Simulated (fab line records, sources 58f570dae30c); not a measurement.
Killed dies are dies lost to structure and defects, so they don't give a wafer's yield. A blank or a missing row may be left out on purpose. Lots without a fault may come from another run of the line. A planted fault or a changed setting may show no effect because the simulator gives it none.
A struck lot beside a sound one | flow berkeley_cmos170 | 19 steps out of a route of 331
Sound: wafers L140.1, L140.4, L140.6. Struck: wafers L149.3, L149.4, L149.6. The cause comes at the end.
At each step with rows: each side's tool, then ch and its chambers, then its first start. Under that, the readings that differ: sound wafers | struck wafers | difference of the means | sigmas: that difference in standard deviations of wafers without a fault.
alike: readings whose means differ by less than 2 such deviations, and words and numbers that are the same on both sides. not compared: withheld readings, readings that some wafer has no value for, bounds like >300 that may hide the same value, and numbers for which the record gives no deviation and whose values overlap.
The two part at a step that has a row with sigmas, a row that says differs or no value, or rows on one side only. Numbers that don't overlap but have no deviation are shown without sigmas and don't part them. A reading that every wafer of one side lacks parts them only if that side has two wafers or more.

UCB170_M1_ETCH_11: etches BARC in N2/H2.
  sound on rie_diel-01 ch 0,1,3, day 9 11:05; struck on rie_diel-04 ch 0,3, day 11 06:32
  alike: drypump_motor_current_A, n2_flow_sccm, oes_product_au, throttle_valve_pct
UCB170_M1_METAL_ETCH_12: etches Al in Cl2/BCl3, stops on PSG, target depth 780 nm, time 130 s.
  sound on rie_metal-03 ch 1, day 9 11:08; struck on rie_metal-03 ch 0,1, day 11 06:37
  alike: drypump_motor_current_A, oes_product_au, throttle_valve_pct
  not compared: rf_hours_counter_h
UCB170_M1_STRIP_13: strips in O2.
  sound on plasma_asher-03 ch 0,1, day 9 11:16; struck on plasma_asher-02 ch 0,1, day 11 06:44
  alike: drypump_motor_current_A, oes_product_au
  not compared: rf_hours_counter_h
UCB170_M1_CD_MEAS_90: target cd 700 nm.
  sound on cd_sem-01, day 9 11:22; struck on cd_sem-01, day 11 06:51
  alike: cd_nm
then, 1 step without rows for these wafers: UCB170_M1_ANNEAL_14 (time 1200 s).
UCB170_V1_CVD_00: deposits SiO2 from TEOS/O2, target thk 2000 nm, time 250 s.
  sound on pecvd-04 ch 0,1,2, day 9 15:46; struck on pecvd-04 ch 1,2, day 11 11:23
  alike: heater_power_w, pressure_mtorr, susceptor_temp_C
UCB170_V1_THK_MEAS_01:
  sound on film_metro-02, day 9 15:55; struck on film_metro-02, day 11 11:33
  alike: V1_TEOS_THK
UCB170_V1_CMP_02: polishes SiO2.
  sound on cmp-02 ch 1,2,3, day 9 16:02; struck on cmp-01 ch 0,1,3, day 11 11:44
  alike: motor_current_A, retaining_ring_pressure_frac
UCB170_V1_BOW_MEAS_03:
  sound on film_metro-02, day 9 16:17; struck on film_metro-04, day 11 12:05
  alike: V1_BOW
UCB170_V1_THK_MEAS_04:
  sound on film_metro-02, day 9 16:24; struck on film_metro-04, day 11 12:11
  alike: V1_POLISHED_THK
then, 2 steps without rows for these wafers: UCB170_V1_CLEAN_05 (cleans in DIW); UCB170_V1_HMDS_06 (prime time 60 s).
UCB170_V1_COAT_07: resist thk 900 nm.
  sound on litho_track-03 ch 0, day 9 16:47; struck on litho_track-01 ch 0, day 11 12:57
  reading              | sound                | struck               | difference | sigmas
  spin_speed_rpm (rpm) | 1500.3 1499.6 1501.3 | 1525.3 1523.3 1525.7 | +24.4      | +22
  not compared: model.KrF_of_V1_COAT_07.thk_nm
then, 3 steps without rows for these wafers: UCB170_V1_SOFTBAKE_08 (time 60 s); UCB170_V1_EXPOSE_09 (exposes mask VIA1, target cd 700 nm); UCB170_V1_PEB_10.
UCB170_V1_DEVELOP_11: develop time 45 s.
  sound on litho_track-01 ch 0; struck on litho_track-01 ch 0
  not compared: model.KrF_of_V1_COAT_07.thk_nm
UCB170_V1_CD_MEAS_12: target cd 700 nm.
  sound on cd_sem-02, day 9 17:36; struck on cd_sem-02, day 11 13:58
  alike: cd_nm
UCB170_M3_PROBE_99:
  the record has rows for the struck wafers here (prober-02, day 11 22:37) and none for the sound ones

WHERE THEY PART
First at UCB170_V1_COAT_07; last, within this record, at UCB170_M3_PROBE_99.

WHY: what the simulator had put in
Process parameter drift: litho_track-01, from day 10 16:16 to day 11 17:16, at UCB170_V1_COAT_07. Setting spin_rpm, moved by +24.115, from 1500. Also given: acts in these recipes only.
